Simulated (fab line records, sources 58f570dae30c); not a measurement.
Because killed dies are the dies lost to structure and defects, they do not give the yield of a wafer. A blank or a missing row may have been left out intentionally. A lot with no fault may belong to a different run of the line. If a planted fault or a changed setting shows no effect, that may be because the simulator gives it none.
fab line records	flow berkeley-cmos170
record: lots: 14	wafers: 42	last-day: 12
route steps=331 shown START@4 NWELL@27 PWELL@39 NVT@110
lots with no fault: from the same line, run without faults
start-h: hours from the record's first day to the start of the lot's first wafer shown	wait-h: hours from the lot's prior step to this one	" the same as in the row above	L1.1+2: a row that stands for several wafers	- either no value or no given start	* or withheld: withheld	< > ~ a bound
route shown NAME@n: NAME is a module with steps in the file, n the number in the route of the first one	usual: mean/standard deviation of fault-free wafers	same: alike in all rows	chamber/n: place in a boat	sites: the reading at each site	_std_site: their standard deviation	_edge_site: inner sites' mean taken away from outer sites' mean	radius-mm: for every site, how far away it sits from the centre of the wafer	mask NAME#n: copy n	behind: the tool/chamber that last shaped the wafer	hold: why the lot went on hold/how many hours it stayed there/how the hold came to an end	device: the n, p or np transistor that did not switch	end of line: tests run on the same wafers once the route is complete	a step given without rows: its recipe and nothing more	killed: count of dies lost to structure and defects at first sort (not the wafer's yield)	map: a wafer's dies, x killed, . not, _ none there
set.NAME: setting as actually run; set.NAME@STEP: the setting as run at that earlier step	model.NAME: the simulator's own value behind a step, which no gauge read
route steps across a sampled set of lots; one table per step, one row per wafer
services: when a tool's chamber went out of use (start-h, in hours from the record's first day, below 0 if earlier), for how many hours, and the reason
== steps ==
step: UCB170_START_THK_MEAS_03
recipe: reads: SiO2_of_START_OXIDATION_02
usual: START_OXIDE_THK: 20.0/0.41
lot.wafer	tool	chamber	start-h	wait-h	START_OXIDE_THK[nm]
L257.1	film-metro-03	-	22.43	0.1	19.6
L257.4	"	-	"	"	19.4
L257.6	"	-	"	"	19.4
L256.2	film-metro-01	-	22.44	0.2	20.3
L256.4	"	-	"	"	20.2
L256.6	"	-	"	"	20.1
L258.2	film-metro-02	-	30.08	0.0	19.4
L258.4	"	-	"	"	19.5
L258.5	"	-	"	"	19.8
L259.1	film-metro-02	-	34.32	0.0	19.8
L259.5	"	-	"	"	19.8
L259.6	"	-	"	"	19.9
L260.3	film-metro-01	-	38.67	0.0	19.9
L260.5	"	-	"	"	20.0
L260.6	"	-	"	"	19.7
L261.1	film-metro-03	-	45.75	0.0	20.5
L261.4	"	-	"	"	20.2
L261.6	"	-	"	"	20.1
L262.1	film-metro-02	-	50.48	0.0	20.2
L262.3	"	-	"	"	20.3
L262.4	"	-	"	"	19.9
L263.1	film-metro-03	-	54.77	0.0	19.8
L263.2	"	-	"	"	19.7
L263.5	"	-	"	"	20.1
L265.1	film-metro-01	-	62.62	0.0	20.3
L265.4	"	-	"	"	20.6
L265.6	"	-	"	"	20.0
L268.1	film-metro-01	-	77.45	0.0	20.6
L268.2	"	-	"	"	20.3
L268.5	"	-	"	"	20.6
L267.3	film-metro-02	-	77.47	0.0	20.2
L267.4	"	-	"	"	19.9
L267.5	"	-	"	"	20.4
L269.1	film-metro-02	-	85.13	0.0	20.6
L269.5	"	-	"	"	20.8
L269.6	"	-	"	"	20.5
L276.2	film-metro-01	-	124.26	0.0	19.6
L276.4	"	-	"	"	19.9
L276.6	"	-	"	"	19.7
L278.2	film-metro-03	-	131.29	0.0	19.4
L278.5	"	-	"	"	19.6
L278.6	"	-	"	"	19.8
step: UCB170_NWELL_ETCH_13
recipe: chemistry: CH3F/Ar/O2	target: Si3N4	stop-on: SiO2	CH3F_flow_sccm: 20	Ar_flow_sccm: 50	O2_flow_sccm: 7	pressure-mtorr: 50	rf-w: 450	target-depth-a: 2464	over-etch-frac: 0.1	time-s: 154
usual: CH3F_flow_sccm: 20.00/0.061	drypump-motor-current-A: 5.7/0.42	mfc-ar-sccm: 50.00/0.13	oes-product-au: 0.942/0.017	throttle-valve-pct: 8.00/0.12
lot.wafer	tool	chamber	start-h	wait-h	CH3F_flow_sccm	drypump-motor-current-A	mfc-ar-sccm	oes-product-au	rf-hours-counter-h	throttle-valve-pct
L257.1	rie-diel-04	3	40.77	0.0	20.10	5.8	49.91	0.939	7	8.15
L257.4	"	0	"	"	19.94	5.2	49.97	0.949	114	7.83
L257.6	"	2	"	"	19.99	6.4	50.07	0.926	-	7.97
L256.2	rie-diel-02	3	40.83	0.0	20.14	5.3	49.87	0.963	55	8.03
L256.4	"	2	"	"	20.06	6.0	49.92	0.967	15	8.07
L256.6	"	0	"	"	19.89	5.7	49.74	0.914	-	8.10
L258.2	rie-diel-04	1	47.81	0.0	20.07	6.0	50.04	0.967	16	7.93
L258.4	"	2	"	"	20.06	6.4	50.10	0.932	84	7.96
L258.5	"	2	"	"	20.04	6.5	49.66	0.920	-	7.98
L259.1	rie-diel-02	0	54.37	0.0	20.04	5.7	50.24	0.932	11	8.07
L259.5	"	1	"	"	19.95	6.5	50.14	0.925	-	7.97
L259.6	"	0	"	"	19.93	5.7	50.07	0.929	-	8.09
L260.3	rie-diel-04	3	57.27	0.0	19.98	5.8	49.95	0.949	7	8.15
L260.5	"	2	"	"	20.08	6.4	49.84	0.927	-	7.96
L260.6	"	3	"	"	20.03	5.8	50.08	0.958	-	8.18
L261.1	rie-diel-04	3	69.24	0.0	20.01	5.8	50.19	0.950	8	8.16
L261.4	"	2	"	"	20.02	6.4	49.69	0.927	85	7.97
L261.6	"	0	"	"	19.96	5.2	49.92	0.950	-	7.80
L262.1	rie-diel-03	3	69.29	0.0	20.02	5.3	49.93	0.960	27	8.11
L262.3	"	2	"	"	20.00	5.2	49.81	0.937	137	8.02
L262.4	"	1	"	"	19.97	5.7	50.02	0.920	10	7.80
L263.1	rie-diel-02	3	74.59	0.0	20.00	5.3	50.21	0.970	56	8.04
L263.2	"	1	"	"	19.97	6.5	50.00	0.922	43	7.96
L263.5	"	3	"	"	20.00	5.4	49.90	0.963	-	8.02
L265.1	rie-diel-04	3	84.05	0.0	20.08	5.8	49.90	0.939	9	8.16
L265.4	"	0	"	"	20.05	5.2	49.95	0.939	116	7.82
L265.6	"	1	"	"	19.96	6.0	50.06	0.945	-	7.94
L267.3	rie-diel-04	1	102.51	0.0	20.05	6.0	50.07	0.947	18	7.94
L267.4	"	3	"	"	20.02	5.8	49.81	0.948	9	8.16
L267.5	"	0	"	"	20.01	5.2	50.09	0.946	-	7.83
L268.1	rie-diel-03	2	102.79	0.0	20.00	5.2	50.05	0.931	139	8.04
L268.2	"	0	"	"	19.91	5.5	50.32	0.940	11	8.11
L268.5	"	0	"	"	19.96	5.5	49.95	0.946	-	8.11
L269.1	rie-diel-03	1	111.99	0.0	20.06	5.7	49.76	0.926	12	7.81
L269.5	"	2	"	"	19.94	5.2	50.09	0.942	-	8.04
L269.6	"	3	"	"	19.99	5.3	49.96	0.957	-	8.11
L276.2	rie-diel-04	0	148.03	0.0	20.03	5.2	50.17	0.948	119	7.82
L276.4	"	2	"	"	19.96	6.4	49.91	0.921	89	7.96
L276.6	"	3	"	"	19.99	5.8	49.91	0.944	-	8.15
L278.2	rie-diel-03	0	153.47	0.0	19.89	5.5	50.05	0.947	14	8.12
L278.5	"	2	"	"	19.99	5.2	49.98	0.949	-	8.04
L278.6	"	3	"	"	19.96	5.3	50.17	0.968	-	8.12
step: UCB170_PWELL_CVD_05
recipe: material: Si3N4	target-thk-nm: 220	temp-c: 800	precursor: SiH2Cl2/NH3	time-s: 3300	pressure-mtorr: 200	sih2cl2-flow-sccm: 25	nh3-flow-sccm: 75
usual: sih2cl2-flow-sccm: 24.97/0.072
lot.wafer	tool	chamber	start-h	wait-h	sih2cl2-flow-sccm
L256.2	lpcvd-02	0	56.02	0.0	25.01
L256.4	"	0	"	"	25.01
L256.6	"	0	"	"	24.93
L257.1	lpcvd-02	0	56.02	0.0	25.00
L257.4	"	0	"	"	24.96
L257.6	"	0	"	"	24.96
L258.2	lpcvd-02	0	62.97	0.0	24.97
L258.4	"	0	"	"	25.04
L258.5	"	0	"	"	25.08
L259.1	lpcvd-01	0	72.23	0.0	24.90
L259.5	"	0	"	"	24.85
L259.6	"	0	"	"	24.81
L260.3	lpcvd-01	0	72.23	0.0	24.96
L260.5	"	0	"	"	25.02
L260.6	"	0	"	"	24.96
L261.1	lpcvd-01	1	83.13	0.0	24.84
L261.4	"	1	"	"	24.91
L261.6	"	1	"	"	24.97
L262.1	lpcvd-01	1	83.13	0.0	24.97
L262.3	"	1	"	"	25.00
L262.4	"	1	"	"	25.01
L263.1	lpcvd-02	0	94.56	0.0	24.97
L263.2	"	0	"	"	24.99
L263.5	"	0	"	"	24.98
L265.1	lpcvd-01	0	104.85	1.2	24.96
L265.4	"	0	"	"	24.98
L265.6	"	0	"	"	24.96
L267.3	lpcvd-01	0	118.82	0.0	20.08
L267.4	"	0	"	"	19.97
L267.5	"	0	"	"	19.89
L268.1	lpcvd-01	1	118.82	0.0	19.96
L268.2	"	1	"	"	19.97
L268.5	"	1	"	"	20.05
L269.1	lpcvd-02	0	131.18	0.0	24.92
L269.5	"	0	"	"	24.87
L269.6	"	0	"	"	24.83
L276.2	lpcvd-02	1	165.85	0.0	25.00
L276.4	"	1	"	"	25.01
L276.6	"	1	"	"	24.95
L278.2	lpcvd-02	0	165.85	0.0	24.93
L278.5	"	0	"	"	25.01
L278.6	"	0	"	"	24.94
step: UCB170_PWELL_THK_MEAS_06
recipe: reads: Si3N4_of_PWELL_CVD_05
usual: PWELL_NITRIDE_THK: 218.5/2
lot.wafer	tool	chamber	start-h	wait-h	PWELL_NITRIDE_THK[nm]
L257.1	film-metro-01	-	57.93	0.0	221.7
L257.4	"	-	"	"	223.1
L257.6	"	-	"	"	220.7
L256.2	film-metro-03	-	57.94	0.0	219.5
L256.4	"	-	"	"	217.1
L256.6	"	-	"	"	217.8
L258.2	film-metro-01	-	64.89	0.0	217.6
L258.4	"	-	"	"	219.2
L258.5	"	-	"	"	218.5
L259.1	film-metro-01	-	74.15	0.0	219.8
L259.5	"	-	"	"	220.1
L259.6	"	-	"	"	220.2
L260.3	film-metro-03	-	74.18	0.0	220.3
L260.5	"	-	"	"	221.7
L260.6	"	-	"	"	220.2
L261.1	film-metro-03	-	85.08	0.0	217.9
L261.4	"	-	"	"	219.1
L261.6	"	-	"	"	218.1
L262.1	film-metro-04	-	85.09	0.0	217.2
L262.3	"	-	"	"	216.0
L262.4	"	-	"	"	216.6
L263.1	film-metro-04	-	96.48	0.0	221.0
L263.2	"	-	"	"	221.1
L263.5	"	-	"	"	222.6
L265.1	film-metro-03	-	106.76	0.0	216.1
L265.4	"	-	"	"	216.3
L265.6	"	-	"	"	216.2
L268.1	film-metro-03	-	120.73	0.0	209.9
L268.2	"	-	"	"	208.2
L268.5	"	-	"	"	207.1
L267.3	film-metro-04	-	120.75	0.0	206.6
L267.4	"	-	"	"	206.8
L267.5	"	-	"	"	203.3
L269.1	film-metro-03	-	133.10	0.0	216.9
L269.5	"	-	"	"	216.7
L269.6	"	-	"	"	216.9
L276.2	film-metro-03	-	167.77	0.0	218.6
L276.4	"	-	"	"	218.8
L276.6	"	-	"	"	219.3
L278.2	film-metro-04	-	167.77	0.0	217.6
L278.5	"	-	"	"	217.2
L278.6	"	-	"	"	217.6
step: UCB170_NVT_OVL_MEAS_06
usual: NVT_OVL: 3/5.6
lot.wafer	tool	chamber	start-h	wait-h	NVT_OVL[nm]
L257.1	overlay-01	-	136.27	-	0
L257.4	"	-	"	"	-2
L257.6	"	-	"	"	-3
L256.2	overlay-02	-	136.45	-	11
L256.4	"	-	"	"	13
L256.6	"	-	"	"	17
L258.2	overlay-02	-	150.35	-	1
L258.4	"	-	"	"	3
L258.5	"	-	"	"	-4
L260.3	overlay-02	-	156.14	-	8
L260.5	"	-	"	"	4
L260.6	"	-	"	"	8
L259.1	overlay-01	-	156.37	-	0
L259.5	"	-	"	"	-3
L259.6	"	-	"	"	-2
L262.1	overlay-02	-	165.56	-	10
L262.3	"	-	"	"	9
L262.4	"	-	"	"	8
L261.1	overlay-01	-	165.84	-	1
L261.4	"	-	"	"	5
L261.6	"	-	"	"	1
L265.1	overlay-01	-	181.70	-	7
L265.4	"	-	"	"	4
L265.6	"	-	"	"	5
L263.1	overlay-01	-	182.06	-	0
L263.2	"	-	"	"	4
L263.5	"	-	"	"	-2
L267.3	overlay-02	-	196.06	-	-3
L267.4	"	-	"	"	2
L267.5	"	-	"	"	3
L268.1	overlay-01	-	196.28	-	11
L268.2	"	-	"	"	11
L268.5	"	-	"	"	10
L269.1	overlay-02	-	210.48	-	3
L269.5	"	-	"	"	7
L269.6	"	-	"	"	2
L276.2	overlay-01	-	234.59	-	6
L276.4	"	-	"	"	8
L276.6	"	-	"	"	7
L278.2	overlay-01	-	234.92	-	8
L278.5	"	-	"	"	6
L278.6	"	-	"	"	7
== services ==
tool	chamber	start-h	hours	kind
rie-diel-03	1	17.34	7.5	repair
rie-diel-03	0	73.00	4.3	repair
lpcvd-01	-	74.15	6.0	pm
rie-diel-02	3	84.49	12.0	repair
rie-diel-04	-	91.58	0.8	repair
rie-diel-03	1	116.40	9.2	repair
rie-diel-04	0	119.94	7.6	repair
lpcvd-01	-	120.73	2.8	pm
rie-diel-02	3	126.79	4.6	repair
lpcvd-02	-	129.03	0.5	repair
rie-diel-03	0	136.13	2.8	repair
rie-diel-02	-	136.51	15.6	pm
rie-diel-04	0	155.59	3.3	repair
rie-diel-03	2	162.96	12.8	repair
== key ==
first-sign: step: UCB170_PWELL_CVD_05	reading: sih2cl2-flow-sccm	direction: down	sigmas: 69	usual: 24.97	struck: 19.99
effect: step: UCB170_PWELL_THK_MEAS_06	reading: PWELL_NITRIDE_THK	direction: down	sigmas: 5.9	usual: 218.5	struck: 207.0
met-at UCB170_PWELL_CVD_05
struck-lots L267,L268
tester-left-out L267,L268
not-acting-at UCB170_START_THK_MEAS_03,UCB170_NWELL_ETCH_13,UCB170_NVT_OVL_MEAS_06
onset-between 104.85 118.82
fault: kind: process-parameter-drift	tool: lpcvd-01	chamber: -	onset-h: 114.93	steps: UCB170_PWELL_CVD_05	channel: sih2cl2-flow-sccm	offset: -5	shape: step	end-h: 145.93	acts-in: these-recipes-only	stated: 25
tester-left-out: of these lots the tester's yield and bins aren't shown, on N5 and GAA mostly nor the transistor test; their killed dies are dies lost to structure and defects alone, not to doping, threshold or leakage, so they don't give the yield
